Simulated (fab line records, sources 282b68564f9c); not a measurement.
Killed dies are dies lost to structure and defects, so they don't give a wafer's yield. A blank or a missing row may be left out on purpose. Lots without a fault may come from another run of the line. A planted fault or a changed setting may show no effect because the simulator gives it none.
Chamber matching | flow rit_cmos | RIT_SDANNEAL_CLEAN_00 on wet_bench-03: 4 sister chambers
The step cleans in SC1, time 572.4 s. 4 wafers are shown with their chamber, then 7 later ones without.

WAFERS WITH THEIR CHAMBER
wafer  | chamber | bath_guard_temp_C (C)
L631.6 | 1       | 74.7
L643.6 | 3       | 75.4
L644.5 | 2       | 75.2
L645.4 | 0       | 75.2

WAFERS WITHOUT THEIR CHAMBER
wafer  | bath_guard_temp_C (C)
L645.5 | 75.3
L646.1 | 75.3
L646.2 | 75.0
L646.3 | 75.4
L648.2 | 75.1
L648.3 | 75.0
L648.5 | 74.9

WHICH CHAMBER EACH WENT THROUGH
wafer  | from the rows above               | in truth
L645.5 | can't be placed: 0 or 2 or 3      | 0
L646.1 | can't be placed: 0 or 2 or 3      | 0
L646.2 | can't be placed: 0 or 2 or 1 or 3 | 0
L646.3 | can't be placed: 3 or 0 or 2      | 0
L648.2 | can't be placed: 0 or 2 or 3      | 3
L648.3 | can't be placed: 0 or 2 or 1 or 3 | 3
L648.5 | can't be placed: 1 or 0 or 2      | 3
Placed correctly: 0 of 7. Can't be placed from these rows: 7 (the true chamber is among the candidates in 6). Placed wrongly: 0.
How it was worked out, from the rows above alone: a wafer's distance from a chamber is the root of the sum, over the readings, of the square of ((its reading less the chamber's mean) divided by the reading's scatter). The wafer belongs to the nearest chamber; if the next one is less than 2 further off, it can't be placed. A chamber's mean is the mean of its shown wafers. The scatter: with one shown wafer a chamber, the root of the mean of the squares of how far each hidden wafer lies from its nearest shown one.
